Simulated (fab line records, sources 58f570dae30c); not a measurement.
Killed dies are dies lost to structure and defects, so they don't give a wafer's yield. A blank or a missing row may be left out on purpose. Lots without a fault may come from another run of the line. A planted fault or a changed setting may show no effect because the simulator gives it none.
Which tool did it? | flow berkeley_cmos170 | 7 lots, 21 wafers sampled, at 1 step of a route of 331

WHAT THE GAUGES READ, wafer by wafer
UCB170_SDANNEAL_RS_MEAS_02: measures by four-point-probe.
lot  | measured     | on            | PSD_RS (ohm/sq)
L118 | day 6 14:30  | film_metro-01 | 75.7 75.5 75.4
L119 | day 7 05:07  | film_metro-02 | 75.4 75.5 75.5
L122 | day 7 05:32  | film_metro-01 | 75.3 75.4 75.5
L124 | day 8 14:47  | film_metro-02 | 75.1 75.2 75.2
L127 | day 8 20:10  | film_metro-02 | 75.9 75.7 75.5
L135 | day 10 22:46 | film_metro-03 | 75.4 75.4 75.2
L139 | day 11 11:07 | film_metro-01 | 75.2 75.3 75.5

WHICH TOOL RAN EACH LOT (tool, then ch and the chambers of the sampled wafers, then the start)
The record holds no process step before these readings.

THE ANSWER, worked out from the rows above alone
Rule: what is usual is taken from the lots themselves. Put in order of their means at a reading, lots are off if they are a third of the lots or fewer, leave a main group of 4 or more, and stand apart from it by a gap of 3 or more times the standard deviation of the main group's means; of several such gaps the widest counts. A main group whose means are all the same, to the digits that the tables above print for the reading, isn't used. A lot without any number at a reading at which 4 lots or more have one is off too. The other lots that the step has rows for count as sound.
No lot is off at any reading shown: from this, nothing can be told.

WHAT THE SIMULATOR HAD PUT IN
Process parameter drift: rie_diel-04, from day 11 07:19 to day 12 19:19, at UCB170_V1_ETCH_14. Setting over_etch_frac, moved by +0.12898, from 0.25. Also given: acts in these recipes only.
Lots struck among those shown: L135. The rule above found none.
